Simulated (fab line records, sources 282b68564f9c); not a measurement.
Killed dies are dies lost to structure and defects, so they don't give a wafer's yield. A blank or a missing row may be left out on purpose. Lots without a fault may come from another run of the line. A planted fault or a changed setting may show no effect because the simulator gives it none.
Tool commonality check | flow rit_cmos | 14 lots, 42 wafers sampled

WHY IT WAS OPENED
At RIT_NRETRO_TW_MEAS_10 the reading NRETRO_TW is flagged on 2 of 14 lots. Wafers without a fault read 1040, standard deviation 14.
Rule: a lot is flagged when every wafer of it that has a number lies more than 4 standard deviations from that mean, or none has a number. The other lots count as sound.

lot  | measured    | on            | NRETRO_TW, wafer by wafer | flag
L117 | day 2 17:07 | film_metro-04 | 1046 1048 1041            |
L118 | day 2 21:28 | film_metro-02 | 1035 1039 1036            |
L119 | day 3 03:22 | film_metro-02 | 1038 1035 1040            |
L120 | day 3 06:34 | film_metro-02 | 1041 1033 1038            |
L121 | day 3 12:29 | film_metro-01 | 1026 1030 1024            |
L122 | day 3 17:50 | film_metro-04 | 1062 1057 1055            |
L123 | day 4 00:03 | film_metro-02 | 1036 1036 1037            |
L125 | day 4 11:19 | film_metro-01 | 1026 1034 1032            |
L130 | day 5 13:33 | film_metro-04 | 222 223 223               | FLAGGED
L131 | day 5 16:00 | film_metro-01 | 231 228 225               | FLAGGED
L132 | day 5 20:51 | film_metro-04 | 1062 1057 1056            |
L133 | day 6 01:46 | film_metro-01 | 1026 1013 1024            |
L136 | day 6 14:19 | film_metro-02 | 1049 1053 1045            |
L137 | day 6 20:54 | film_metro-01 | 1018 1018 1021            |
The numbers of the flagged lots are 225 on average: -815 against the usual, or -58 standard deviations.

WHICH TOOL RAN EACH LOT
The record holds 1 process step before the reading, out of a route of 202 steps. In each cell: the tool, then ch and the chambers that the sampled wafers went through, then the start.
lot  | flag    | RIT_NRETRO_DEVELOP_05
L117 |         | litho_track-02 ch 0, day 2 16:00
L118 |         | litho_track-04 ch 0, day 2 20:00
L119 |         | litho_track-03 ch 0, day 3 02:00
L120 |         | litho_track-03 ch 0, day 3 05:00
L121 |         | litho_track-02 ch 0, day 3 11:00
L122 |         | litho_track-04 ch 0, day 3 17:00
L123 |         | litho_track-04 ch 0, day 3 23:00
L125 |         | litho_track-03 ch 0, day 4 10:00
L130 | FLAGGED | litho_track-02 ch 0, day 5 12:00
L131 | FLAGGED | litho_track-02 ch 0, day 5 15:00
L132 |         | litho_track-03 ch 0, day 5 20:00
L133 |         | litho_track-04 ch 0, day 6 01:00
L136 |         | litho_track-04 ch 0, day 6 13:00
L137 |         | litho_track-04 ch 0, day 6 20:00
What these steps do:
- RIT_NRETRO_DEVELOP_05: develop time 68 s.
- RIT_NRETRO_TW_MEAS_10

FLAGGED OVER TOTAL, TOOL BY TOOL (the gauges that took the reading come last)
step                  | tool           | lots run | flagged | share of the flagged lots | sound lots run after its first flagged lot
RIT_NRETRO_DEVELOP_05 | litho_track-02 | 4        | 2       | all                       | 0
RIT_NRETRO_DEVELOP_05 | litho_track-03 | 4        | 0       | none                      | -
RIT_NRETRO_DEVELOP_05 | litho_track-04 | 6        | 0       | none                      | -
RIT_NRETRO_TW_MEAS_10 | film_metro-01  | 5        | 1       | some                      | 2 (L133,L137)
RIT_NRETRO_TW_MEAS_10 | film_metro-02  | 5        | 0       | none                      | -
RIT_NRETRO_TW_MEAS_10 | film_metro-04  | 4        | 1       | some                      | 1 (L132)

WHAT THE TABLE ALLOWS
1 row of the table ran every flagged lot: litho_track-02 at RIT_NRETRO_DEVELOP_05.
- litho_track-02 at RIT_NRETRO_DEVELOP_05: 2 of its 4 lots flagged. Its last sound lot is L121 (day 3 11:00), its first flagged lot L130 (day 5 12:00): a fault that began between those two fits.
One tool is left: litho_track-02 at RIT_NRETRO_DEVELOP_05.

WHAT THE SIMULATOR HAD PUT IN
Process parameter drift: litho_track-02, from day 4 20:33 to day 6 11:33, at RIT_NRETRO_DEVELOP_05. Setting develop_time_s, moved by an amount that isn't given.
Lots struck among those shown: L130, L131. The rule above found the same.
